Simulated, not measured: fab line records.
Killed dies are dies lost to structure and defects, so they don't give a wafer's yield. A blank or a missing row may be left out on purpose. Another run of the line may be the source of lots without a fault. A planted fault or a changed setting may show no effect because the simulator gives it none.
Which tool did it? + flow berkeley-cmos170 + 21 wafers sampled from 7 lots at 1 step of a route of 331

== WHAT THE GAUGES SHOWED, per wafer ==
UCB170_NWELL_THK_MEAS_05.
| lot  | measured    | on            | NWELL_NITRIDE_THK (nm) |
|------|-------------|---------------|------------------------|
| L798 | day 2 21:20 | film-metro-02 | 226.2 224.9 224.8      |
| L800 | day 3 04:19 | film-metro-02 | 222.3 221.5 221.9      |
| L802 | day 3 14:55 | film-metro-01 | 220.9 220.2 220.3      |
| L805 | day 4 09:35 | film-metro-01 | 227.1 228.1 225.5      |
| L807 | day 4 17:10 | film-metro-02 | 221.7 222.8 224.5      |
| L813 | day 6 00:49 | film-metro-03 | 226.8 222.9 224.8      |
| L815 | day 6 08:40 | film-metro-02 | 221.9 222.4 222.4      |

== EACH LOT AND THE TOOL THAT RAN IT (in order: tool; ch and the chambers of the sampled wafers; start) ==
The record holds no process step before these readings.

== THE ANSWER, worked out from the rows above alone ==
Rule: the usual values come from the lots themselves. The widest of any qualifying gaps counts: lots, ordered by their means at a reading, are off when they make up no more than a third of the lots, leave a main group of 4 or more, and stand apart from it by 3 or more times the standard deviation of that group's means. If all means in a main group match to the digits the tables above print for the reading, that group is not used. A lot without any number at a reading at which 4 lots or more have one is off too. Any other lot the step has rows for is counted as sound.
Across all readings shown, no lot is off: no conclusion can be drawn from this.

== WHAT WAS PUT IN BY THE SIMULATOR ==
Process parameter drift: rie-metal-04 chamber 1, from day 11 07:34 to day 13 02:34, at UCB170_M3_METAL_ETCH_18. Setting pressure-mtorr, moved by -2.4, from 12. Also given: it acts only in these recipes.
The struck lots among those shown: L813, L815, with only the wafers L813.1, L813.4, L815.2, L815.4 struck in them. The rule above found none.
